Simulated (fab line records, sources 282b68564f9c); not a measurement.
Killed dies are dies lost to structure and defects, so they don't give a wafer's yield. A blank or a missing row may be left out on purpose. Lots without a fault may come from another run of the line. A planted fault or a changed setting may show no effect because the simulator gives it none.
Which tool did it? | flow rit_cmos | 13 lots, 39 wafers sampled, at 5 steps of a route of 202

WHAT THE GAUGES READ, wafer by wafer
RIT_NRETRO_OVL_MEAS_06.
lot  | measured    | on         | NRETRO_OVL (nm)
L701 | day 2 05:31 | overlay-02 | 0.0 -0.2 0.4
L702 | day 2 10:08 | overlay-02 | -1.7 -0.4 -1.0
L703 | day 2 16:29 | overlay-02 | -3.1 -3.3 -0.6
L704 | day 2 20:50 | overlay-01 | -0.6 1.2 0.9
L705 | day 3 02:46 | overlay-01 | 1.0 0.9 1.4
L707 | day 3 11:51 | overlay-02 | 1.2 -0.3 -0.9
L714 | day 5 05:17 | overlay-02 | -3.4 -0.7 -1.0
L716 | day 5 12:56 | overlay-01 | 1.4 0.7 0.8
L717 | day 5 15:23 | overlay-01 | 1.7 1.0 1.3
L718 | day 5 20:11 | overlay-01 | -1.2 0.1 -1.5
L720 | day 6 04:08 | overlay-02 | -1.4 -1.6 -1.3
L722 | day 6 13:42 | overlay-01 | 0.0 0.0 0.2
L724 | day 7 02:37 | overlay-02 | -1.6 -0.6 -0.9

RIT_GATE_THK_MEAS_09.
lot  | measured    | on            | GATE_POLY_THK (nm)
L701 | day 2 11:28 | film_metro-01 | 247.9 248.2 248.7
L702 | day 2 16:03 | film_metro-01 | 251.6 247.2 249.6
L703 | day 2 23:25 | film_metro-02 | 251.4 252.7 252.8
L704 | day 3 03:35 | film_metro-01 | 246.0 246.8 247.6
L705 | day 3 08:45 | film_metro-03 | 249.5 248.9 248.8
L707 | day 3 18:18 | film_metro-02 | 249.7 250.2 250.9
L714 | day 5 11:00 | film_metro-01 | 251.4 251.0 250.5
L716 | day 5 19:26 | film_metro-02 | 255.2 251.9 251.2
L717 | day 5 22:43 | film_metro-02 | 196.0 196.5 195.9
L718 | day 6 02:04 | film_metro-03 | 248.9 249.6 247.9
L720 | day 6 10:09 | film_metro-02 | 250.2 252.3 252.2
L722 | day 6 19:59 | film_metro-03 | 249.5 249.7 248.2
L724 | day 7 10:15 | film_metro-01 | 253.7 255.3 251.2

RIT_GATE_OVL_MEAS_17.
lot  | measured    | on         | GATE_OVL (nm)
L701 | day 2 12:29 | overlay-01 | -1.6 2.2 0.1
L702 | day 2 17:13 | overlay-01 | 0.0 1.2 -0.1
L703 | day 3 00:26 | overlay-01 | 0.0 1.8 -0.2
L704 | day 3 04:43 | overlay-01 | 0.8 0.0 -0.4
L705 | day 3 09:54 | overlay-02 | -0.4 -1.2 -0.9
L707 | day 3 19:19 | overlay-02 | 3.0 -0.6 2.7
L714 | day 5 12:13 | overlay-01 | -1.2 -0.9 -1.9
L716 | day 5 20:38 | overlay-02 | 2.8 1.6 -0.4
L717 | day 5 23:52 | overlay-02 | 0.8 1.8 0.8
L718 | day 6 03:21 | overlay-02 | -0.9 1.0 -0.2
L720 | day 6 11:19 | overlay-02 | -3.2 -3.6 -3.8
L722 | day 6 21:08 | overlay-02 | -0.9 0.9 -0.1
L724 | day 7 11:24 | overlay-02 | -1.5 -1.9 0.7

WHICH TOOL RAN EACH LOT (tool, then ch and the chambers of the sampled wafers, then the start)
lot  | RIT_PRETRO_STRIP_09                 | RIT_GATE_CVD_08
L701 | plasma_asher-04 ch 0,1, day 2 07:38 | lpcvd-01 ch 0, day 2 09:50
L702 | plasma_asher-02 ch 0,1, day 2 12:09 | lpcvd-02 ch 0, day 2 14:26
L703 | plasma_asher-04 ch 0,1, day 2 18:31 | lpcvd-02 ch 1, day 2 20:58
L704 | plasma_asher-02 ch 0,1, day 2 23:12 | lpcvd-01 ch 1, day 3 01:56
L705 | plasma_asher-02 ch 0,1, day 3 04:59 | lpcvd-01 ch 0, day 3 07:08
L707 | plasma_asher-04 ch 0,1, day 3 13:53 | lpcvd-01 ch 0, day 3 16:39
L714 | plasma_asher-02 ch 1, day 5 07:17   | lpcvd-01 ch 1, day 5 09:22
L716 | plasma_asher-04 ch 0,1, day 5 15:02 | lpcvd-02 ch 1, day 5 17:49
L717 | plasma_asher-02 ch 0,1, day 5 17:31 | lpcvd-01 ch 1, day 5 21:06
L718 | plasma_asher-04 ch 0,1, day 5 22:20 | lpcvd-02 ch 1, day 6 00:27
L720 | plasma_asher-01 ch 0,1, day 6 06:08 | lpcvd-02 ch 0, day 6 08:32
L722 | plasma_asher-04 ch 1, day 6 15:41   | lpcvd-02 ch 1, day 6 18:22
L724 | plasma_asher-01 ch 0,1, day 7 04:35 | lpcvd-02 ch 1, day 7 08:37
- RIT_PRETRO_STRIP_09: strips in O2, time 180 s.
- RIT_GATE_CVD_08: deposits poly-Si from SiH4, target thk 250 nm, time 2220 s.

WHAT THE TOOLS THEMSELVES READ (means of the sampled wafers that have a number; where no wafer has one, the mark that the record gives instead)
RIT_PRETRO_STRIP_09.
lot  | tool            | drypump_motor_current_A (A)
L701 | plasma_asher-04 | 5.68
L702 | plasma_asher-02 | 5.37
L703 | plasma_asher-04 | 5.46
L704 | plasma_asher-02 | 5.39
L705 | plasma_asher-02 | 5.35
L707 | plasma_asher-04 | 5.67
L714 | plasma_asher-02 | 5.46
L716 | plasma_asher-04 | 5.69
L717 | plasma_asher-02 | 5.36
L718 | plasma_asher-04 | 5.44
L720 | plasma_asher-01 | 5.30
L722 | plasma_asher-04 | 5.19
L724 | plasma_asher-01 | 5.29

RIT_GATE_CVD_08.
lot  | tool     | spike_tc_centre_C (C) | spike_tc_load_C (C) | spike_tc_source_C (C)
L701 | lpcvd-01 | 611.5                 | 632.5               | 632.2
L702 | lpcvd-02 | 612.8                 | 633.8               | 626.0
L703 | lpcvd-02 | 612.0                 | 632.4               | 626.5
L704 | lpcvd-01 | 612.0                 | 627.5               | 627.9
L705 | lpcvd-01 | 611.3                 | 633.1               | 632.2
L707 | lpcvd-01 | 612.5                 | 631.2               | 632.4
L714 | lpcvd-01 | 612.2                 | 628.4               | 628.6
L716 | lpcvd-02 | 612.9                 | 632.7               | 626.9
L717 | lpcvd-01 | 603.4                 | 618.4               | 617.7
L718 | lpcvd-02 | 613.8                 | 633.2               | 626.9
L720 | lpcvd-02 | 612.9                 | 634.3               | 625.7
L722 | lpcvd-02 | 614.0                 | 631.9               | 626.8
L724 | lpcvd-02 | 613.1                 | 632.9               | 627.0

THE ANSWER, worked out from the rows above alone
Rule: what is usual is taken from the lots themselves. Put in order of their means at a reading, lots are off if they are a third of the lots or fewer, leave a main group of 4 or more, and stand apart from it by a gap of 3 or more times the standard deviation of the main group's means; of several such gaps the widest counts. A main group whose means are all the same, to the digits that the tables above print for the reading, isn't used. A lot without any number at a reading at which 4 lots or more have one is off too. The other lots that the step has rows for count as sound. The gauges are gone through in route order, then the tools' own readings, and for those a lot's mean is taken as printed above. The first step at which some lot is off is used, and at that step the reading that is off furthest; a lot without a number counts as furthest.
Off: L717, at RIT_GATE_THK_MEAS_09 (GATE_POLY_THK). The main group: mean 250.2 nm, standard deviation 1.9.
A tool fits if, at a process step before that reading, it ran every lot that is off, and no sound lot after the first of them. The gauges at RIT_GATE_THK_MEAS_09 aren't tried: what is off there is off at RIT_GATE_CVD_08 too, on other tools, and a gauge's error can't cause that. Can't be told from this: 2 tools fit, plasma_asher-02 at RIT_PRETRO_STRIP_09, lpcvd-01 at RIT_GATE_CVD_08.

WHAT THE SIMULATOR HAD PUT IN
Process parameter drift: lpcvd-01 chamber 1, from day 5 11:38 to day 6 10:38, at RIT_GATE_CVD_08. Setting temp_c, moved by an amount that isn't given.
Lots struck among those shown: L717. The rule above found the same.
